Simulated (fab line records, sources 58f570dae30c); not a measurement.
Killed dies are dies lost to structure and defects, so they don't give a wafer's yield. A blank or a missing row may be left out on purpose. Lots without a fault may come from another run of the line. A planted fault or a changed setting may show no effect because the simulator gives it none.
Which tool did it? | flow berkeley_cmos170 | 15 lots, 45 wafers sampled, at 3 steps of a route of 331

WHAT THE GAUGES READ, wafer by wafer
UCB170_SILICIDE_THK_MEAS_03: measures by xrf. Usual: SILICIDE_TI_THK 29.9 nm, standard deviation 0.43.
lot  | measured     | on            | SILICIDE_TI_THK (nm) | flag
L354 | day 6 19:27  | film_metro-02 | 29.8 29.9 30.0       |
L353 | day 6 19:41  | film_metro-01 | 30.3 30.0 30.2       |
L355 | day 7 07:20  | film_metro-04 | 29.1 29.6 29.3       |
L358 | day 7 11:26  | film_metro-04 | 29.9 29.7 29.7       |
L356 | day 7 11:46  | film_metro-01 | 30.4 29.8 30.0       |
L362 | day 8 22:26  | film_metro-02 | 29.1 29.6 29.5       |
L360 | day 8 22:34  | film_metro-01 | 29.9 30.4 29.7       |
L363 | day 9 05:40  | film_metro-02 | 30.3 30.2 29.7       |
L364 | day 9 16:11  | film_metro-02 | 30.7 30.7 31.1       |
L370 | day 11 06:39 | film_metro-02 | 30.3 30.0 30.2       |
L371 | day 11 06:59 | film_metro-02 | 29.5 29.6 29.4       |
L372 | day 11 07:13 | film_metro-02 | 30.0 29.4 29.6       |
L374 | day 11 17:46 | film_metro-02 | 30.2 29.8 30.5       |
L375 | day 11 17:46 | film_metro-04 | 29.9 30.1 30.0       |
L376 | day 12 05:03 | film_metro-02 | 29.4 28.8 29.7       |

UCB170_M2_RS_MEAS_02: measures by four-point-probe. Usual: M2_AL_RS 0.0321 ohm/sq, standard deviation 0.00039.
lot  | measured     | on            | M2_AL_RS (ohm/sq)    | flag
L354 | day 7 08:14  | film_metro-04 | 0.0316 0.0319 0.0321 |
L353 | day 7 11:49  | film_metro-01 | 0.0320 0.0323 0.0323 |
L355 | day 7 22:04  | film_metro-02 | 0.0324 0.0321 0.0323 |
L358 | day 8 05:24  | film_metro-01 | 0.0319 0.0321 0.0316 |
L356 | day 8 07:42  | film_metro-01 | 0.0324 0.0313 0.0318 |
L362 | day 9 16:52  | film_metro-01 | 0.0318 0.0325 0.0315 |
L360 | day 9 16:30  | film_metro-04 | 0.0320 0.0324 0.0325 |
L363 | day 10 00:07 | film_metro-01 | 0.0323 0.0312 0.0327 |
L364 | day 10 12:40 | film_metro-04 | 0.0323 0.0328 0.0314 |
L370 | day 11 21:43 | film_metro-04 | 0.0323 0.0324 0.0319 |
L371 | day 11 21:28 | film_metro-04 | 0.0323 0.0318 0.0322 |
L372 | day 11 22:37 | film_metro-01 | 0.0313 0.0321 0.0318 |
L374 | day 12 11:25 | film_metro-02 | 0.0319 0.0321 0.0319 |
L375 | day 12 11:34 | film_metro-01 | 0.0319 0.0322 0.0321 |
L376 | day 12 18:11 | film_metro-02 | 0.0324 0.0324 0.0322 |

WHICH TOOL RAN EACH LOT (tool, then ch and the chambers of the sampled wafers, then the start)
lot  | UCB170_SILICIDE_RTA_04
L354 | rtp_anneal-01 ch 0, day 6 19:31
L353 | rtp_anneal-02 ch 0, day 6 19:44
L355 | rtp_anneal-02 ch 0, day 7 07:24
L358 | rtp_anneal-01 ch 0, day 7 11:30
L356 | rtp_anneal-02 ch 0, day 7 11:49
L362 | rtp_anneal-02 ch 0, day 8 22:30
L360 | rtp_anneal-01 ch 0, day 8 22:37
L363 | rtp_anneal-01 ch 0, day 9 05:44
L364 | rtp_anneal-02 ch 0, day 9 16:15
L370 | rtp_anneal-01 ch 0, day 11 06:43
L371 | rtp_anneal-02 ch 0, day 11 07:05
L372 | rtp_anneal-01 ch 0, day 11 07:17
L374 | rtp_anneal-01 ch 0, day 11 17:50
L375 | rtp_anneal-02 ch 0, day 11 17:50
L376 | rtp_anneal-02 ch 0, day 12 05:07
- UCB170_SILICIDE_RTA_04: time 15 s.

WHAT THE TOOLS THEMSELVES READ (means of the sampled wafers that have a number; where no wafer has one, the mark that the record gives instead)
UCB170_SILICIDE_RTA_04. Usual: lamp_power_pct 10.5 %, standard deviation 0.4; wafer_temp_C_max 652.9, standard deviation 0.64.
lot  | tool          | lamp_power_pct (%) | wafer_temp_C_max | flag
L354 | rtp_anneal-01 | 10.1               | 652.6            |
L353 | rtp_anneal-02 | 10.9               | 652.3            |
L355 | rtp_anneal-02 | 10.9               | 652.5            |
L358 | rtp_anneal-01 | 10.1               | 653.0            |
L356 | rtp_anneal-02 | 10.9               | 653.2            |
L362 | rtp_anneal-02 | 10.9               | 652.4            |
L360 | rtp_anneal-01 | 10.1               | 652.6            |
L363 | rtp_anneal-01 | 10.1               | 652.9            |
L364 | rtp_anneal-02 | 10.9               | 652.8            |
L370 | rtp_anneal-01 | 10.1               | 653.4            |
L371 | rtp_anneal-02 | 10.9               | 652.7            |
L372 | rtp_anneal-01 | 10.1               | 653.2            |
L374 | rtp_anneal-01 | 10.1               | 653.0            |
L375 | rtp_anneal-02 | 10.9               | 652.4            |
L376 | rtp_anneal-02 | 10.9               | 652.4            |

THE ANSWER, worked out from the rows above alone
Rule: a lot is off if the mean of its wafers that have a number lies more than 3 standard deviations from the usual mean. A lot without any number at a reading at which 4 lots or more have one is off too. The other lots that the step has rows for count as sound. The gauges are gone through in route order, then the tools' own readings, and for those a lot's mean is taken as printed above. The first step at which some lot is off is used, and at that step the reading that is off furthest; a lot without a number counts as furthest.
No lot is off at any reading shown: from this, nothing can be told.

WHAT THE SIMULATOR HAD PUT IN
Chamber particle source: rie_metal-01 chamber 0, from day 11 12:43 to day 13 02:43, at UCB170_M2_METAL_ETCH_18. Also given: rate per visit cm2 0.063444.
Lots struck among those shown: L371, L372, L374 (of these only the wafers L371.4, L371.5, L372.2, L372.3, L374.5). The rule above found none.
